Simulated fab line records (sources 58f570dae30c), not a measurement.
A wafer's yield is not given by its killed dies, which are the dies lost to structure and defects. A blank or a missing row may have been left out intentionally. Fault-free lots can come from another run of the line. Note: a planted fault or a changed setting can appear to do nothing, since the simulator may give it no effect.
Problem report in the 8D (eight disciplines) form, filled by code ; flow berkeley_cmos170 ; the parts of the form that need people (team, actions taken, sign-off) are left out

## 1. PROBLEM STATEMENT
At UCB170_FIELD_WET_ETCH_05, run_length_s averages 25228 s over 6 wafers from 2 lots, while fault-free wafers read 12628 s, standard deviation 4.2. That is +99 or more standard deviations from the usual mean.
The step: etches Si3N4 in H3PO4, time 12600 s.
Earliest sighting: wafer L194.1 on wet_bench-02 at day 8 20:06. Wafers with a number at this step in the record: 42, from 14 lots. Rule for "out", or "out of limits": more than 4 standard deviations from the usual mean. Any other wafer with a number is counted as sound.

## 2. WHAT IT IS AND WHAT IT IS NOT
question;is;is not
which readings at this step;run_length_s;bath_heat_duty_pct
which lots;L194, L195;L175, L176, L177, L178, L179, L180, L181, L182, L183, L184, L185, L196
which wafers of those lots;all that have a number;-
read on which tools;wet_bench-02;wet_bench-01, wet_bench-03
when;from day 8 20:06;"up to then (33 sound wafers); but 3 sound wafers of L196 came after"

## 3. WHAT RULES OUT EACH SUSPECT
Counting: a tool at a process step up to the reading stays a suspect if it ran every lot that is out and no sound lot after the first of them.
- wet_bench-02 at UCB170_FIELD_WET_ETCH_05 (etches Si3N4 in H3PO4, time 12600 s): ruled out as a lasting fault. After its first lot that is out, L194 (day 8 20:06), sound lots L196 ran on it.
Left after counting: nothing in the record.

## 4. THE CAUSE (what the simulator had put in)
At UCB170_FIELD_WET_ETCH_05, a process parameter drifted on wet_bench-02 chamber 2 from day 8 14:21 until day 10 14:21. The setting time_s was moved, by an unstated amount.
Counting ruled it out, wrongly.

## 5. THE CHAIN OF EFFECTS, in route order
One row per reading whose mean, taken over the struck wafers that have a number, lies over 3 standard deviations from the usual. Scope: only readings with a usual standard deviation given in the record; hours: median across lots of the time from each lot's start at the first step in this table that gives one to its start at this step; sigmas: change in usual standard deviations.
hours;step;reading;usual;on struck wafers;change;sigmas
0;UCB170_FIELD_WET_ETCH_05;run_length_s;12628 s;25228;+12600;+99 or more
It contains these process steps:
- UCB170_FIELD_WET_ETCH_05: etches Si3N4 in H3PO4, time 12600 s.

## 6. WHAT WOULD HAVE CAUGHT IT SOONER
The fault began at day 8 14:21; the first out-of-limits reading in this record came at day 8 20:06, 6 hours later.
